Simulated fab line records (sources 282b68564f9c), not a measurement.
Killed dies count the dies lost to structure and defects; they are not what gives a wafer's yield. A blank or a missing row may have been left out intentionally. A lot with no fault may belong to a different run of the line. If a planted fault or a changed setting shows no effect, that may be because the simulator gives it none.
A sampling plan put to the test | flow rit_cmos | 3 faults told of in these records, all on one fab line, each judged by the records of the lots it struck
What counts as the plan is the set of the line's own looks, namely the steps on the route at which a gauge or an inspection reads a wafer and does not change it. Where struck wafers have a number at a look and the file lists that look's usual mean and standard deviation on fault-free wafers, the look can be judged. Caught: a look later than the fault's first step finds the struck wafers' mean 4 or more of those standard deviations (sigma) from the usual mean. On the tool: the test repeated on the tool's own readings taken at the fault's steps. If the struck wafers alone have a blank record, or they carry another recipe, that too counts as caught.

== THE FAULTS, as the simulator had put them in ==
1. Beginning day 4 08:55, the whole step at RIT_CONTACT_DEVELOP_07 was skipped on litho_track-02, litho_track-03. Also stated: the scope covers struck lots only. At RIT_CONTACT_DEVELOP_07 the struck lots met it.
2. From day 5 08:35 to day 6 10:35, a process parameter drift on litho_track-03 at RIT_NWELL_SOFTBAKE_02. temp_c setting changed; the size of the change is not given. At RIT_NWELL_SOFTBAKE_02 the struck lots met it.
3. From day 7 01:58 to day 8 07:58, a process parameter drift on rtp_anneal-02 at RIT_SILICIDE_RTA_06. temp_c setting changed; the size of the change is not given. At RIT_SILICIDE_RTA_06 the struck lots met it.

== WHAT THE PLAN SAW ==
fault | on the tool itself                               | first look that catches it                   | reading, sigma | median hours from its first step to that look | hours from the fault's start to the first struck lot there | judged looks passed uncaught
1     | the tool's record is blank for the struck wafers | no look after it can be judged               | -              | -                                             | -                                                          | 0
2     | heater_power_total_W +6.6 sigma                  | not the one look that can be judged after it | -              | -                                             | -                                                          | 1
3     | wafer_temp_C_max -55 sigma                       | no look after it can be judged               | -              | -                                             | -                                                          | 0
A dash: this means the fault isn't caught or the number doesn't appear in these records.

Caught at a look: 0 of 3. Caught on the tool: 3 of 3. By one or the other: 3 of 3.
Caught on the tool alone: faults 1, 2, 3.
